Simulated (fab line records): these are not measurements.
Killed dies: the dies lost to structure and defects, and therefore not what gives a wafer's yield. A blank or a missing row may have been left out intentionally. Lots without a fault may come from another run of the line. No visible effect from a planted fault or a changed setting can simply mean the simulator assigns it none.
Problem report in the 8D (eight disciplines) form, filled by code | flow ritCmos | the parts of the form that need people (team, actions taken, sign-off) are left out

== 1. WHAT IS WRONG ==
Mean NLDD_TW at RIT_NLDD_TW_MEAS_10: 2784 over 9 wafers in 3 lots; fault-free wafers: 2508, standard deviation 13. That is +21 standard deviations from the usual mean.
First observed at day 5 00:57: wafer L461.2, on filmMetro-01. The record has a number at this step for 45 wafers belonging to 15 lots. Rule for "out", or "out of limits": more than 4 standard deviations from the usual mean. The other wafers with a number count as sound.

== 2. WHAT IT IS, AND WHAT IT ISN'T ==
question                    | is                         | is not
which readings at this step | NLDD_TW                    | -
which lots                  | L461, L463, L464           | L451, L452, L453, L454, L455, L456, L457, L458, L459, L470, L473, L474
which wafers of those lots  | all that have a number     | -
read on which gauges        | filmMetro-01, filmMetro-02 | filmMetro-03
when                        | from day 5 00:57           | up to then (27 sound wafers); but 9 sound wafers of L470, L473, L474 came after

== 3. THE SUSPECTS, EACH WITH WHAT RULES IT OUT ==
Counting: a tool at a process step up to the reading stays a suspect if it ran every lot that is out and no sound lot after the first of them.
- ruled out: the gauge at RIT_NLDD_TW_MEAS_10. Those wafers that are out were read across 2 gauges (filmMetro-01, filmMetro-02).
- implanter-04 at RIT_NLDD_IMPLANT_08: ruled out as a lasting fault. The sound lots L474 went through it after L461, its earliest lot that is out (day 5 00:38).
Left after counting: nothing in the record.

== 4. THE CAUSE (what the simulator had put in) ==
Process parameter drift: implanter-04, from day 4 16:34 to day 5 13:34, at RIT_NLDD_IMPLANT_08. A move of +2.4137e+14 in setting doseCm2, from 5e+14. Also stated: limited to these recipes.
Counting ruled it out, wrongly: the rule takes a fault to strike every lot that its tool runs from its start on, and this one did not.

== 5. THE EFFECT CHAIN, in route order ==
Each row: a reading where the mean over the struck wafers with a number is more than 3 standard deviations away from the usual. Only readings for which the record gives a usual standard deviation are gone through. hours: the time from each lot's start at the first step in this table that gives one to its start at this step, as a median over the lots. sigmas: the change in usual standard deviations.
hours | step                    | reading          | usual        | on struck wafers | change     | sigmas
0     | RIT_NLDD_IMPLANT_08     | doseIonsCm2      | 4.999e+14    | 7.413e+14        | +2.414e+14 | +99 or more
0     | RIT_NLDD_IMPLANT_08     | faradayCurrentUA | 1574         | 2329             | +755       | +25
0     | RIT_NLDD_TW_MEAS_10     | NLDD_TW          | 2508         | 2784             | +276       | +21
8     | RIT_SDANNEAL_RS_MEAS_07 | NLDD_RS          | 151.8 ohm/sq | 110.4            | -41.4      | -88
The process steps in it:
- RIT_NLDD_IMPLANT_08
Later steps that measure or inspect, where all struck wafers having a row at the step show a number for every such reading and not one has moved that far: RIT_CONTACT_CD_MEAS_08.

== 6. HOW IT WOULD HAVE BEEN CAUGHT EARLIER ==
The first out-of-limits reading at a measuring or inspecting step in this record came at day 5 00:57, 8 hours after the fault's start at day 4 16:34.
At RIT_NLDD_IMPLANT_08, the tool's own readings (doseIonsCm2, faradayCurrentUA) were out on each struck wafer the step has a row for, so an alarm limit on them would have fired on the first such wafer.
